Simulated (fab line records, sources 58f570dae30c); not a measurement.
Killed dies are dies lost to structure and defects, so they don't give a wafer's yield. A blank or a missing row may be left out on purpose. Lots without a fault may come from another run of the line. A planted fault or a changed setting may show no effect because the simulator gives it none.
Chamber matching | flow berkeley_cmos170 | UCB170_ACTIVE_ETCH_15 on rie_diel-03: 4 sister chambers
The step etches Si3N4 in CH3F/Ar/O2, stops on SiO2, target depth 242 nm, time 151 s. 8 wafers are shown with their chamber, then 8 later ones without.

WAFERS WITH THEIR CHAMBER
wafer  | chamber | throttle_valve_pct (%) | drypump_motor_current_A (A)
L556.3 | 1       | 8.26                   | 6.5
L560.1 | 3       | 8.26                   | 6.6
L560.3 | 2       | 7.81                   | 5.5
L560.4 | 0       | 8.04                   | 5.7
L567.4 | 1       | 8.26                   | 6.4
L567.5 | 0       | 8.04                   | 5.7
L567.6 | 3       | 8.25                   | 6.5
L570.2 | 2       | 7.81                   | 5.5

WAFERS WITHOUT THEIR CHAMBER
wafer  | throttle_valve_pct (%) | drypump_motor_current_A (A)
L570.3 | 8.27                   | 6.4
L570.5 | 8.02                   | 5.7
L572.1 | 8.27                   | 6.5
L572.3 | 7.82                   | 5.5
L572.6 | 8.27                   | 6.5
L574.2 | 7.82                   | 5.5
L574.4 | 8.26                   | 6.4
L574.5 | 7.84                   | 5.5

WHICH CHAMBER EACH WENT THROUGH
wafer  | from the rows above     | in truth
L570.3 | 1                       | 1
L570.5 | 0                       | 0
L572.1 | can't be placed: 1 or 3 | 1
L572.3 | 2                       | 2
L572.6 | can't be placed: 1 or 3 | 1
L574.2 | 2                       | 2
L574.4 | 1                       | 1
L574.5 | 2                       | 2
Placed correctly: 6 of 8. Can't be placed from these rows: 2 (the true chamber is among the candidates in 2). Placed wrongly: 0.
How it was worked out, from the rows above alone: a wafer's distance from a chamber is the root of the sum, over the readings, of the square of ((its reading less the chamber's mean) divided by the reading's scatter). The wafer belongs to the nearest chamber; if the next one is less than 2 further off, it can't be placed. A chamber's mean is the mean of its shown wafers. The scatter: the root of (the sum of the squares of (reading less its chamber's mean) over the shown wafers, divided by (wafers less chambers)).
